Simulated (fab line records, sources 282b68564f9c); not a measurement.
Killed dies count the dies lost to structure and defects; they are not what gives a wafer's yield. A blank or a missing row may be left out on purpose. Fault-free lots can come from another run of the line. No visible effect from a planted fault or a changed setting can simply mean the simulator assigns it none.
Struck lot and sound lot, side by side | flow rit-cmos | 43 steps out of a route of 202
Sound: wafers L598.3, L598.5, L598.6. Wafers L606.2, L606.3, L606.5 were the ones struck. The cause is named last.
Order at every step that has rows: each side's tool, ch and its chambers, its first start. Under that, the readings that differ: sound wafers | struck wafers | difference of the means | sigmas: that difference in standard deviations of wafers without a fault.
alike: a reading whose means differ by less than 2 such deviations, as well as words and numbers matching on both sides. not compared: withheld readings; readings where some wafer has no value; bounds like >300 that might hide an equal value; numbers whose values overlap and for which the record gives no deviation.
A row with sigmas, a row that says differs or no value, or rows on one side alone: a step with any of these is where the two part. Numbers that don't overlap but have no deviation are shown without sigmas and don't part them. A reading that every wafer of one side lacks parts them only if that side has two wafers or more.

first, 1 step without rows for these wafers: RIT_NLDD_IMPLANT_08.
RIT_NLDD_STRIP_09: strips in O2, time 180 s.
  sound on plasma-asher-01 ch 0,1, day 4 04:57; struck on plasma-asher-04 ch 0,1, day 5 17:39
  alike: drypump-motor-current-A
  not compared: rf-hours-counter-h
RIT_NLDD_TW_MEAS_10:
  sound on film-metro-04, day 4 05:05; struck on film-metro-01, day 5 17:50
  alike: NLDD_TW
then, 6 steps without rows for these wafers: RIT_PLDD_HMDS_00 (prime time 60 s); RIT_PLDD_COAT_01 (resist thk 981.8 nm); RIT_PLDD_SOFTBAKE_02 (time 60 s); RIT_PLDD_EXPOSE_03 (exposes mask M8, target cd 40900 nm); RIT_PLDD_PEB_04; RIT_PLDD_DEVELOP_05 (develop time 50 s).
RIT_PLDD_OVL_MEAS_06:
  sound on overlay-01, day 4 06:07; struck on overlay-01, day 5 18:44
  alike: PLDD_OVL
then, 2 steps without rows for these wafers: RIT_PLDD_HARDBAKE_07 (time 60 s); RIT_PLDD_IMPLANT_08.
RIT_PLDD_STRIP_09: strips in O2, time 180 s.
  sound on plasma-asher-03 ch 0,1, day 4 06:29; struck on plasma-asher-01 ch 1, day 5 19:04
  alike: drypump-motor-current-A
  not compared: rf-hours-counter-h
RIT_PLDD_TW_MEAS_10:
  sound on film-metro-04, day 4 06:38; struck on film-metro-02, day 5 19:16
  alike: PLDD_TW
then, 4 steps without rows for these wafers: RIT_SPACER_CLEAN_00 (cleans in SC1, time 600 s); RIT_SPACER_CLEAN_01 (cleans in dHF, time 30 s); RIT_SPACER_CLEAN_02 (cleans in SC2, time 600 s); RIT_SPACER_CVD_03 (deposits Si3N4 from SiH2Cl2/NH3, target thk 250 nm, time 3300 s).
RIT_SPACER_THK_MEAS_04:
  sound on film-metro-03, day 4 08:58; struck on film-metro-03, day 5 21:36
  reading                 | sound             | struck            | difference | sigmas
  SPACER_NITRIDE_THK (nm) | 250.4 250.7 249.5 | 242.7 245.8 243.6 | -6.2       | -2
RIT_SPACER_ETCHBACK_05: etches Si3N4 in SF6/CHF3, stops on SiO2, target depth 250 nm, time 240 s.
  sound on rie-diel-04 ch 0,3, day 4 09:01; struck on rie-diel-01 ch 0,2, day 5 21:39
  alike: drypump-motor-current-A, oes-product-au, throttle-valve-pct
  not compared: rf-hours-counter-h
then, 6 steps without rows for these wafers: RIT_NSD_HMDS_00 (prime time 60 s); RIT_NSD_COAT_01 (resist thk 1000 nm); RIT_NSD_SOFTBAKE_02 (time 60 s); RIT_NSD_EXPOSE_03 (exposes mask M9, target cd 40700 nm); RIT_NSD_PEB_04; RIT_NSD_DEVELOP_05 (develop time 50 s).
RIT_NSD_OVL_MEAS_06:
  sound on overlay-01, day 4 10:01; struck on overlay-02, day 5 22:47
  alike: NSD_OVL
then, 2 steps without rows for these wafers: RIT_NSD_HARDBAKE_07 (time 60 s); RIT_NSD_IMPLANT_08.
RIT_NSD_STRIP_09: strips in O2, time 180 s.
  sound on plasma-asher-03 ch 0,1, day 4 10:25; struck on plasma-asher-04 ch 0, day 5 23:07
  alike: drypump-motor-current-A
  not compared: rf-hours-counter-h
RIT_NSD_TW_MEAS_10:
  sound on film-metro-02, day 4 10:32; struck on film-metro-04, day 5 23:17
  reading | sound          | struck         | difference | sigmas
  NSD_TW  | 3161 3155 3158 | 3099 3113 3100 | -54        | -2
then, 6 steps without rows for these wafers: RIT_PSD_HMDS_00 (prime time 60 s); RIT_PSD_COAT_01 (resist thk 1000 nm); RIT_PSD_SOFTBAKE_02 (time 60 s); RIT_PSD_EXPOSE_03 (exposes mask M10, target cd 40900 nm); RIT_PSD_PEB_04; RIT_PSD_DEVELOP_05 (develop time 50 s).
RIT_PSD_OVL_MEAS_06:
  sound on overlay-01, day 4 11:46; struck on overlay-01, day 6 00:12
  reading      | sound       | struck         | difference | sigmas
  PSD_OVL (nm) | 2.1 1.0 1.9 | -1.8 -4.0 -2.9 | -4.6       | -3
then, 2 steps without rows for these wafers: RIT_PSD_HARDBAKE_07 (time 60 s); RIT_PSD_IMPLANT_08.
RIT_PSD_STRIP_09: strips in O2, time 180 s.
  sound on plasma-asher-04 ch 0,1, day 4 12:10; struck on plasma-asher-01 ch 0,1, day 6 00:32
  alike: drypump-motor-current-A
  not compared: rf-hours-counter-h
RIT_PSD_TW_MEAS_10:
  sound on film-metro-02, day 4 12:17; struck on film-metro-04, day 6 00:43
  reading | sound          | struck         | difference | sigmas
  PSD_TW  | 3499 3476 3496 | 3423 3422 3417 | -70        | -2
RIT_M1_PROBE_99:
  sound on prober-01, day 4 20:45; struck on prober-01, day 6 08:55
  reading             | sound  | struck   | difference | sigmas
  killed-at-front-end | 10 6 6 | 25 32 24 | +20        | +6
  killed-dies         | 10 6 6 | 25 32 24 | +20        | +6
  killed-on-rim       | 4 1 0  | 8 11 8   | +7         | +5
  alike: killed-open, killed-short

## WHERE THEY PART
At RIT_SPACER_THK_MEAS_04 first; at RIT_M1_PROBE_99 last (within this record only).

WHY: what had been put in by the simulator
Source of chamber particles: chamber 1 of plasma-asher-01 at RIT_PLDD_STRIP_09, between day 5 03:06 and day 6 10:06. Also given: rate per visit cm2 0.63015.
